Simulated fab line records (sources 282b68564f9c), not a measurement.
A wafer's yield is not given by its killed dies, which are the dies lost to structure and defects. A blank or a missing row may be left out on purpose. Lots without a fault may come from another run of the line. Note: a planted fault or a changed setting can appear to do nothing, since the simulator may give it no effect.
A struck lot beside a sound one ; flow ritCmos ; 45 steps out of a route of 202
Sound: the wafers L925.2, L925.3, L925.5. Wafers struck: L932.1, L932.3, L932.6. Last of all comes the cause.
Each step with rows lists, per side, the tool, then ch with its chambers, then its first start. Under that, the readings that differ: sound wafers ; struck wafers ; difference of the means ; sigmas: that difference in standard deviations of wafers without a fault.
alike: readings with means less than 2 such deviations apart, plus words and numbers identical on both sides. not compared: withheld readings, readings lacking a value on some wafer, bounds such as >300 that could conceal the same value, and numbers that have no deviation in the record and whose values overlap.
Wherever a step has rows on one side only, a row that says differs or no value, or a row with sigmas, the two part there. Numbers that don't overlap but have no deviation are shown without sigmas and don't part them. A reading that every wafer of one side lacks parts them only if that side has two wafers or more.

first, 1 step without rows for these wafers: RIT_ACTIVE_DEVELOP_10 (develop time 50 s).
RIT_ACTIVE_CD_MEAS_11 targets a cd of 1400 nm.
  sound on cdSem-02 at day 2 00:28; struck on cdSem-01 at day 3 11:34
  alike: cdNm
then, 1 step without rows for these wafers: RIT_ACTIVE_HARDBAKE_12 (time 60 s).
RIT_ACTIVE_ETCH_13: etches Si3N4 in SF6, stops on SiO2, time 210 s, target depth 210 nm.
  sound on rieDiel-04 ch 1,2, day 2 00:43; struck on rieDiel-04 ch 0,2,3, day 3 11:50
  alike: drypumpMotorCurrentA, oesProductAu, throttleValvePct
  not compared: rfHoursCounterH
RIT_ACTIVE_STRIP_14: strips in O2, time 180 s.
  sound on plasmaAsher-01 ch 0,1, day 2 00:50; struck on plasmaAsher-01 ch 0,1, day 3 11:58
  alike: drypumpMotorCurrentA, rfReflPowerW
  not compared: rfHoursCounterH
RIT_ACTIVE_CD_MEAS_90 targets a cd of 1400 nm.
  sound on cdSem-02 at day 2 01:02; struck on cdSem-01 at day 3 12:08
  alike: cdNm
then, 4 steps without rows for these wafers: RIT_ACTIVE_CLEAN_15 (cleans in SC1, time 600 s); RIT_ACTIVE_CLEAN_16 (cleans in dHF, time 30 s); RIT_ACTIVE_CLEAN_17 (cleans in SC2, time 600 s); RIT_FOX1_OXIDATION_00 (target thk 350.7 nm, ox time 1130 s).
RIT_FOX1_THK_MEAS_01:
  sound on filmMetro-03 at day 2 02:51; struck on filmMetro-03 at day 3 15:37
  alike: FOX1_OXIDE_THK
then, 1 step without rows for these wafers: RIT_FOX1_WET_ETCH_02 (etches SiO2 in BOE, target depth 350 nm, time 390 s).
RIT_FOX2_OXIDATION_00: target thk 350.7 nm, ox time 1130 s.
  sound on furnace-02 ch 0, day 2 03:01; struck on furnace-02 ch 0, day 3 15:47
reading;sound;struck;difference;sigmas
oxTimeS (s);1130 1130 1130;734.5 734.5 734.5;-395.5;
model.SiO2_of_FOX2_OXIDATION_00.thkNm (nm);346.6 347.2 349.5;273.5 271.5 272.6;-75.2;
  alike: spikeTcSourceC
RIT_FOX2_THK_MEAS_01:
  sound on filmMetro-02 at day 2 04:21; struck on filmMetro-03 at day 3 17:07
reading;sound;struck;difference;sigmas
FOX2_OXIDE_THK (nm);346 347 350;273 272 273;-75;-15
then, 2 steps without rows for these wafers: RIT_FOX2_CLEAN_02 (cleans in dHF, time 180 s); RIT_FOX2_WET_ETCH_03 (etches Si3N4 in H3PO4, target depth 195 nm, time 2700 s).
RIT_FOX2_THK_MEAS_90:
  sound on filmMetro-03 at day 2 05:13; struck on filmMetro-02 at day 3 17:59
reading;sound;struck;difference;sigmas
FIELD_OXIDE_LEFT_1_THK (nm);319 320 322;246 244 245;-75;-15
then, 6 steps without rows for these wafers: RIT_NWELL_HMDS_00 (prime time 60 s); RIT_NWELL_COAT_01 (resist thk 1300 nm); RIT_NWELL_SOFTBAKE_02 (time 60 s); RIT_NWELL_EXPOSE_03 (exposes mask M2, target cd 43900 nm); RIT_NWELL_PEB_04; RIT_NWELL_DEVELOP_05 (develop time 68 s).
RIT_NWELL_OVL_MEAS_06:
  sound on overlay-01 at day 2 06:17; struck on overlay-01 at day 3 19:03
  alike: NWELL_OVL
then, 2 steps without rows for these wafers: RIT_NWELL_HARDBAKE_07 (time 120 s); RIT_NWELL_IMPLANT_08.
RIT_NWELL_STRIP_09: strips in O2, time 180 s.
  sound on plasmaAsher-01 ch 0,1, day 2 06:43; struck on plasmaAsher-03 ch 0,1, day 3 19:29
  alike: drypumpMotorCurrentA, rfReflPowerW
  not compared: rfHoursCounterH
RIT_NWELL_TW_MEAS_10:
  sound on filmMetro-04 at day 2 06:54; struck on filmMetro-03 at day 3 19:40
  alike: NWELL_TW
then, 6 steps without rows for these wafers: RIT_PWELL_HMDS_00 (prime time 60 s); RIT_PWELL_COAT_01 (resist thk 1300 nm); RIT_PWELL_SOFTBAKE_02 (time 60 s); RIT_PWELL_EXPOSE_03 (exposes mask M3, target cd 43700 nm); RIT_PWELL_PEB_04; RIT_PWELL_DEVELOP_05 (develop time 68 s).
RIT_PWELL_OVL_MEAS_06:
  sound on overlay-01 at day 2 07:58; struck on overlay-01 at day 3 20:36
  alike: PWELL_OVL
then, 2 steps without rows for these wafers: RIT_PWELL_HARDBAKE_07 (time 120 s); RIT_PWELL_IMPLANT_08.
RIT_PWELL_STRIP_09: strips in O2, time 180 s.
  sound on plasmaAsher-02 ch 0,1, day 2 08:23; struck on plasmaAsher-02 ch 1, day 3 21:02
  alike: drypumpMotorCurrentA, rfReflPowerW
  not compared: rfHoursCounterH
RIT_PWELL_TW_MEAS_10:
  sound on filmMetro-02 at day 2 08:35; struck on filmMetro-02 at day 3 21:13
  alike: PWELL_TW
then, 1 step without rows for these wafers: RIT_WELLDRIVE_ANNEAL_00 (time 14700 s).
RIT_WELLDRIVE_RS_MEAS_01: uses a four-point probe to measure.
  sound on filmMetro-02 at day 2 13:44; struck on filmMetro-03 at day 4 02:21
  alike: NWELL_RS
RIT_WELLDRIVE_RS_MEAS_02: uses a four-point probe to measure.
  sound on filmMetro-02 at day 2 13:51; struck on filmMetro-03 at day 4 02:28
  alike: PWELL_RS
RIT_FOX2_THK_MEAS_91:
  sound on filmMetro-03 at day 2 17:38; struck on filmMetro-01 at day 4 06:08
reading;sound;struck;difference;sigmas
FIELD_OXIDE_LEFT_2_THK (nm);251 252 254;178 176 177;-75;-15
RIT_SILICIDE_WET_ETCH_00: etches SiO2 in BOE, target depth 14 nm, time 15 s.
  sound on wetBench-04 ch 3, day 3 12:32; struck on wetBench-03 ch 3, day 5 00:14
reading;sound;struck;difference;sigmas
model.SiO2_of_FOX2_OXIDATION_00.thkNm (nm);146.2 146.7 148.6;72.13 70.36 72.18;-75.61;
RIT_M1_PROBE_99:
  sound on prober-02 at day 3 19:44; struck on prober-02 at day 5 08:41
reading;sound;struck;difference;sigmas
model.etest.pldd.widthNm (nm);3198 3202 3166;3259 3265 3226;+61;
model.etest.nldd.widthNm (nm);3201 3195 3161;3266 3262 3242;+71;
model.etest.nplusSal.widthNm (nm);3478 3441 3446;3521 3518 3483;+52;
model.etest.pplusSal.widthNm (nm);3430 3440 3450;3500 3527 3499;+69;
model.etest.nmosNarrow.driveUaUm;225.4 229.7 230.1;245.7 252 249.2;+20.6;
model.etest.pwell.rsOhmSq;415.2 405.9 412.8;401.8 399.6 402.3;-10.1;
model.etest.fieldN.vtV (V);34.04 34.18 34.46;24.36 24.14 24.32;-9.95;
model.etest.fieldPMetal.vtV (V);-29.03 -29.12 -28.83;-39.2 -38.96 -39.07;-10.1;
  alike: killed_at_M0_to_M3, killedAtFrontEnd, killedDies, killedOpen, killedShort

== WHERE THEY PART ==
First at RIT_FOX2_THK_MEAS_01; last, within this record, at RIT_FOX2_THK_MEAS_91. Later steps at which nothing parts them and some readings are alike: RIT_M1_PROBE_99.

WHY: whatever the simulator had introduced
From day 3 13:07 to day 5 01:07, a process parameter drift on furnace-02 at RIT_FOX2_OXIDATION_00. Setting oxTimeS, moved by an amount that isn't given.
